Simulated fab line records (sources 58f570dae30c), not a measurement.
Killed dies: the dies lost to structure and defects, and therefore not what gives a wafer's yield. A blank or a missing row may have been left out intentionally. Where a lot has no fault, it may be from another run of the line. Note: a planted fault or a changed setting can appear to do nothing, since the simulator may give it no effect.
Split-lot experiment	flow berkeley cmos170	23 wafers read from 5 lots, route of 331 steps

== ABOUT THE SPLIT ==
At UCB170_ACTIVE_STRIP_16 (strips in O2), the setting power w was moved away from the recipe's 400 W on 4 of the 23 wafers read, by -11.8% to -5.3%. This setting was run at the recipe's value on the other wafers.

The split's own step is where the reading is taken.

== THE READING ==
oes product au, in a.u., at UCB170_ACTIVE_STRIP_16 (strips in O2). Fault-free wafers of this fab line usually give 0.720 a.u., standard deviation 0.0043 a.u.

wafer	tool, chamber at the split	power w as run, W	against the recipe	oes product au, a.u.	against lot-mates on the recipe
L076.1	plasma asher-01, 0	400	recipe	0.723	-
L076.2	plasma asher-01, 1	378.7	-5.3%	0.694	-0.028
L076.3	plasma asher-01, 1	400	recipe	0.722	-
L076.4	plasma asher-01, 0	400	recipe	0.721	-
L076.5	plasma asher-01, 1	378.7	-5.3%	0.705	-0.017
L079.1	plasma asher-01, 1	352.9	-11.8%	0.675	-0.048
L079.2	plasma asher-01, 0	400	recipe	0.726	-
L079.4	plasma asher-01, 1	400	recipe	0.719	-
L079.5	plasma asher-01, 1	400	recipe	0.723	-
L079.6	plasma asher-01, 0	352.9	-11.8%	0.680	-0.043
L078.2	plasma asher-02, 0	400	recipe	0.717	-
L078.3	plasma asher-02, 1	400	recipe	0.720	-
L078.4	plasma asher-02, 0	400	recipe	0.714	-
L078.5	plasma asher-02, 0	400	recipe	0.720	-
L078.6	plasma asher-02, 1	400	recipe	0.723	-
L080.1	plasma asher-03, 0	400	recipe	0.723	-
L080.2	plasma asher-03, 1	400	recipe	0.721	-
L080.3	plasma asher-03, 0	400	recipe	0.719	-
L080.5	plasma asher-03, 1	400	recipe	0.717	-
L080.6	plasma asher-03, 0	400	recipe	0.723	-
L082.2	plasma asher-01, 0	400	recipe	0.726	-
L082.4	plasma asher-01, 1	400	recipe	0.715	-
L082.6	plasma asher-01, 0	400	recipe	0.721	-

FIT RESULTS
A straight line over all 23 wafers: oes product au changes by +0.00371 a.u. for each +1% of power w; r = +0.97; the points scatter about the line by 0.0036 a.u.
The same after taking each lot's own level away (the mean of its wafers on the recipe; 23 wafers): +0.00389 a.u. for each +1%; r = +0.97; scatter 0.0034 a.u.
The reading moves by 0.046 a.u. for the largest change in power w, on that fit.
The span of the lots' own levels, 0.7188 to 0.7227 a.u., comes to 0.9 times the standard deviation stated above.
The two slopes agree, so the slope changes little with the lot-to-lot level.
Check: for one of the wafers moved furthest among these (-11.8%), held out of the fit, the line's prediction against its lot-mates is -0.0447 a.u. It came out at -0.0477 a.u. against them.
Tool readings at the split's step, against how far the setting was moved: oes product au r = +0.97; strip time to endpoint s r = -1.00.

== THESE WAFERS: OTHER SPLITS ==
Note: prior to the reading, these wafers also went through further splits. Each is held against what the fit with the lots' levels taken away leaves over:
other split on the same wafers	wafers away from the commonest value	r with oes product au (lot level and that fit taken away)
UCB170_START_OXIDATION_02 ox time s	10	-0.03
UCB170_NWELL_IMPLANT_14 dose cm2	7	+0.04
UCB170_ACTIVE_OXIDATION_02 temp c	10	+0.01

== THE WHOLE CHAIN: every reading that the file lists as answering this split, in the file's order ==
step	what it does	reading	change (the file's fit)	r (the file's)
UCB170_ACTIVE_STRIP_16	strips in O2	oes product au	+0.00389 a.u. for each +1% of the setting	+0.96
UCB170_ACTIVE_STRIP_16	strips in O2	strip time to endpoint s	withheld for each +1% of the setting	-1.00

== FILE'S OWN FIT ==
oes product au changes by +0.00389 a.u. for each +1% of power w, r = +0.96.
